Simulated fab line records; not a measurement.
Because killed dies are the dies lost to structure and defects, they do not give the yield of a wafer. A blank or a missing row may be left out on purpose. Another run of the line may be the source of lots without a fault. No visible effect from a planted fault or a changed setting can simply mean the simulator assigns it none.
Check for tools in common -- flow berkeleyCmos170 -- Lots sampled 14, wafers sampled 42

== WHY THIS WAS OPENED ==
Of 14 lots, 2 have the reading V1_POLISHED_THK flagged at UCB170_V1_THK_MEAS_04. Wafers without a fault read 1000.8 nm, standard deviation 0.95.
Rule: flag the lot when none of its wafers has a number, or when each of its wafers that has one lies beyond 4 standard deviations from that mean. The rest of the lots are taken to be sound.

lot,measured,on,"V1_POLISHED_THK (nm), wafer by wafer",flag
L329,day 8 03:02,filmMetro-04,1000.8 1000.1 1001.2,
L331,day 8 04:40,filmMetro-02,1001.1 1000.8 1001.3,
L330,day 8 07:46,filmMetro-02,999.9 1000.6 1001.3,
L333,day 8 09:10,filmMetro-02,1001.0 1002.0 1000.2,
L337,day 9 17:19,filmMetro-04,999.4 999.8 1000.9,
L338,day 9 18:38,filmMetro-04,1000.7 998.8 1001.5,
L343,day 11 09:55,filmMetro-01,2001.8 2002.5 2014.1,FLAGGED
L346,day 11 16:17,filmMetro-01,1961.9 2020.8 2000.3,FLAGGED
L347,day 11 17:33,filmMetro-02,1002.5 999.5 1000.5,
L348,day 11 23:12,filmMetro-01,1001.4 1000.7 1000.4,
L349,day 12 00:31,filmMetro-02,1000.8 1001.6 1001.7,
L351,day 12 14:30,filmMetro-01,1001.6 1002.1 1002.3,
L350,day 12 15:53,filmMetro-04,1001.7 999.9 1002.5,
L352,day 13 03:14,filmMetro-01,999.3 1002.3 1001.3,
Flagged lots average 2000.2 nm: +999.4 nm relative to the usual, that is +99 or more standard deviations.

== EACH LOT AND THE TOOL IT RAN ON ==
3 process steps preceding the reading are held in the record, out of 331 steps in the route. In each cell: the tool, then ch and the chambers that the sampled wafers went through, then the start.
lot,flag,UCB170_CONTACT_RTA_08,UCB170_CONTACT_ETCH_18,UCB170_V1_CMP_02
L329,,"rtpAnneal-02 ch 0, day 7 21:25","rieDiel-02 ch 1,2, day 8 02:44 or earlier","cmp-01 ch 1,2,3, day 8 02:44"
L331,,"rtpAnneal-02 ch 0, day 7 22:02","rieDiel-04 ch 0,1,2, day 8 04:20 or earlier","cmp-01 ch 0,1,2, day 8 04:20"
L330,,"rtpAnneal-01 ch 0, day 8 02:23","rieDiel-02 ch 0,3, day 8 07:26 or earlier","cmp-02 ch 0,1,3, day 8 07:26"
L333,,"rtpAnneal-02 ch 0, day 8 02:31","rieDiel-04 ch 0,1,3, day 8 08:45 or earlier","cmp-02 ch 0,2,3, day 8 08:45"
L337,,"rtpAnneal-02 ch 0, day 9 12:01","rieDiel-04 ch 0,1,3, day 9 16:53 or earlier","cmp-02 ch 0,1,2, day 9 16:53"
L338,,"rtpAnneal-01 ch 0, day 9 12:34","rieDiel-02 ch 1,2,3, day 9 18:13 or earlier","cmp-01 ch 0,2,3, day 9 18:13"
L343,FLAGGED,"rtpAnneal-01 ch 0, day 11 01:49","rieDiel-01 ch 0,1,3, day 11 09:32 or earlier","cmp-02 ch 1,3, day 11 09:32"
L346,FLAGGED,"rtpAnneal-02 ch 0, day 11 10:25","rieDiel-02 ch 1,2,3, day 11 15:52 or earlier","cmp-02 ch 0,3, day 11 15:52"
L347,,"rtpAnneal-01 ch 0, day 11 10:41","rieDiel-04 ch 0,1,2, day 11 17:11 or earlier","cmp-02 ch 0,2,3, day 11 17:11"
L348,,"rtpAnneal-02 ch 0, day 11 16:55","rieDiel-04 ch 0,3, day 11 22:52 or earlier","cmp-01 ch 1,2,3, day 11 22:52"
L349,,"rtpAnneal-01 ch 0, day 11 17:26","rieDiel-02 ch 0,2,3, day 12 00:06 or earlier","cmp-02 ch 0,1,2, day 12 00:06"
L351,,"rtpAnneal-02 ch 0, day 12 09:17","rieDiel-02 ch 0,1,3, day 12 14:04 or earlier","cmp-01 ch 0,2,3, day 12 14:04"
L350,,"rtpAnneal-01 ch 0, day 12 10:02","rieDiel-01 ch 0,2, day 12 15:28 or earlier","cmp-02 ch 1,2, day 12 15:28"
L352,,"rtpAnneal-01 ch 0, day 12 20:48","rieDiel-02 ch 0,1,2, day 13 02:54 or earlier","cmp-02 ch 0,1,3, day 13 02:54"
What is done by these steps:
- UCB170_CONTACT_RTA_08: time 10 s.
- UCB170_CONTACT_ETCH_18: etches PSG in CHF3/CF4/Ar, stops on TiSi2, target depth 840 nm, time 195 s.
- UCB170_V1_CMP_02: polishes SiO2.
- UCB170_V1_THK_MEAS_04

== FLAGGED OVER TOTAL, TOOL BY TOOL (the gauges that took the reading come last) ==
step,tool,lots run,flagged,share of the flagged lots,sound lots run after its first flagged lot
UCB170_CONTACT_RTA_08,rtpAnneal-01,7,1,some,"4 (L347,L349,L350,L352)"
UCB170_CONTACT_RTA_08,rtpAnneal-02,7,1,some,"2 (L348,L351)"
UCB170_CONTACT_ETCH_18,rieDiel-01,2,1,some,1 (L350)
UCB170_CONTACT_ETCH_18,rieDiel-02,7,1,some,"3 (L349,L351,L352)"
UCB170_CONTACT_ETCH_18,rieDiel-04,5,0,none,-
UCB170_V1_CMP_02,cmp-01,5,0,none,-
UCB170_V1_CMP_02,cmp-02,9,2,all,"4 (L347,L349,L350,L352)"
UCB170_V1_THK_MEAS_04,filmMetro-01,5,2,all,"3 (L348,L351,L352)"
UCB170_V1_THK_MEAS_04,filmMetro-02,5,0,none,-
UCB170_V1_THK_MEAS_04,filmMetro-04,4,0,none,-
UCB170_CONTACT_ETCH_18 gives no start for some lots, so the hours and the order of its lots are those of UCB170_V1_CMP_02.

== THE TABLE: WHAT IT ALLOWS ==
Table rows that saw every flagged lot: 2, namely cmp-02 at UCB170_V1_CMP_02 and filmMetro-01 at UCB170_V1_THK_MEAS_04.
- cmp-02 at UCB170_V1_CMP_02 ran 9 lots, 2 of them flagged. After the first flagged lot (L347, L349, L350, L352), sound lots still ran on it; a lasting fault on the whole tool would not permit that. On the flagged lots its readings are blank where sound lots have values: edgeZonePressureFrac, headPressurePsi, motorCurrentA, slurryFilterDpKPa.
- filmMetro-01 at UCB170_V1_THK_MEAS_04 ran 5 lots, 2 of them flagged. After the first flagged lot (L348, L351, L352), sound lots still ran on it; a lasting fault on the whole tool would not permit that.
Not one row of the table ran every flagged lot while running no sound lot after the first.

== WHAT THE SIMULATOR HAD PUT IN ==
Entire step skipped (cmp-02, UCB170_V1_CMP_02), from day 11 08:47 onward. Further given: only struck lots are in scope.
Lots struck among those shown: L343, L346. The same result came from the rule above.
